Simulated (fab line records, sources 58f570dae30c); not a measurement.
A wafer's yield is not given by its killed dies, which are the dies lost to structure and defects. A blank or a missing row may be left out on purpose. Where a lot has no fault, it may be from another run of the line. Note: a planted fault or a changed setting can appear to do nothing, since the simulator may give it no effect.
2 desks looking at one fault + flow berkeley_cmos170 + numbers are kept per desk, each desk with only its own; the story behind them comes last

THE TOOL OWNER'S DESK: implanter-03
UCB170_PLDD_IMPLANT_08, tool's own readings: per-lot mean of the sampled wafers with a number, covering each lot this tool ran. The brackets show how far a lot's mean lies from the usual mean; more than 4 standard deviations puts the lot out of limits, marked OUT.
Columns: A = dose_ions_cm2 at UCB170_PLDD_IMPLANT_08, usual 5e+13; B = rotation_deg at UCB170_PLDD_IMPLANT_08, usual 0.000 degrees
| lot  | first seen here | A               | B      |
|------|-----------------|-----------------|--------|
| L323 | day 8 00:04     | 5e+13           | -0.020 |
| L326 | day 9 08:24     | 5e+13           | 0.017  |
| L330 | day 9 21:26     | 5e+13           | -0.022 |
| L332 | day 10 06:56    | 5e+13           | -0.010 |
| L336 | day 11 20:25    | 5e+13 (+17) OUT | 0.009  |
| L341 | day 12 08:13    | 5e+13 (+17) OUT | 0.005  |
Finding of this desk: L336, L341 out of limits; the first was L336 at day 11 20:25, on dose_ions_cm2 at UCB170_PLDD_IMPLANT_08. Within limits: L323, L326, L330, L332.

METROLOGY DESK
What the gauges read for every lot (on any tool): the sampled wafers with a number, averaged. The brackets show how far a lot's mean lies from the usual mean; more than 4 standard deviations puts the lot out of limits, marked OUT.
Columns: A = GATE_POLY_THK at UCB170_GATE_THK_MEAS_05, usual 212.8 nm; B = cd_nm at UCB170_GATE_CD_MEAS_12, usual 349.9 nm; C = PLDD_OVL at UCB170_PLDD_OVL_MEAS_07, usual -1 nm; D = PLDD_RS at UCB170_SDANNEAL_RS_MEAS_04, usual 1033.3 ohm/sq
| lot  | first seen here | A     | B     | C  | D      |
|------|-----------------|-------|-------|----|--------|
| L320 | day 7 01:13     | 216.6 | 348.9 | -7 | 1034.4 |
| L323 | day 7 20:35     | 212.9 | 349.8 | 2  | 1034.4 |
| L321 | day 7 20:35     | 215.2 | 350.0 | 2  | 1035.2 |
| L322 | day 7 20:37     | 214.2 | 349.5 | 5  | 1033.9 |
| L324 | day 8 05:15     | 211.1 | 349.5 | 3  | 1033.7 |
| L326 | day 9 05:35     | 214.3 | 350.8 | -1 | 1037.3 |
| L329 | day 9 14:25     | 210.6 | 348.5 | 5  | 1036.6 |
| L330 | day 9 14:25     | 214.7 | 352.8 | 2  | 1035.1 |
| L331 | day 10 04:13    | 211.4 | 348.7 | 3  | 1034.8 |
| L332 | day 10 04:13    | 210.7 | 349.4 | -2 | 1029.8 |
| L335 | day 11 06:52    | 210.4 | 349.8 | -8 | 1031.8 |
| L336 | day 11 16:30    | 214.5 | 351.3 | -7 | 1025.4 |
| L338 | day 11 16:30    | 208.1 | 350.5 | -2 | 1032.0 |
| L341 | day 12 04:47    | 214.0 | 349.7 | 3  | 1026.0 |
This desk's verdict: no lot among the 14 shows anything out of limits.

TAKEN TOGETHER
At day 11 20:25, on L336, L341, the tool owner's desk was in a position to raise an alarm.
At the metrology desk, nothing out of limits was observed.
The metrology desk has L336, L341 on record, within its limits.
On implanter-03, each named lot ran UCB170_PLDD_IMPLANT_08.

WHAT THE SIMULATOR HAD PUT IN
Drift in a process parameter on implanter-03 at UCB170_PLDD_IMPLANT_08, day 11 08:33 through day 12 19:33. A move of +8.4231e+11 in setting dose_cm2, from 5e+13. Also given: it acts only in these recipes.
Struck lots among those shown: L336, L341.
How many hours passed from the start of the fault until each desk's first out-of-limits reading: the tool owner's desk, 12.
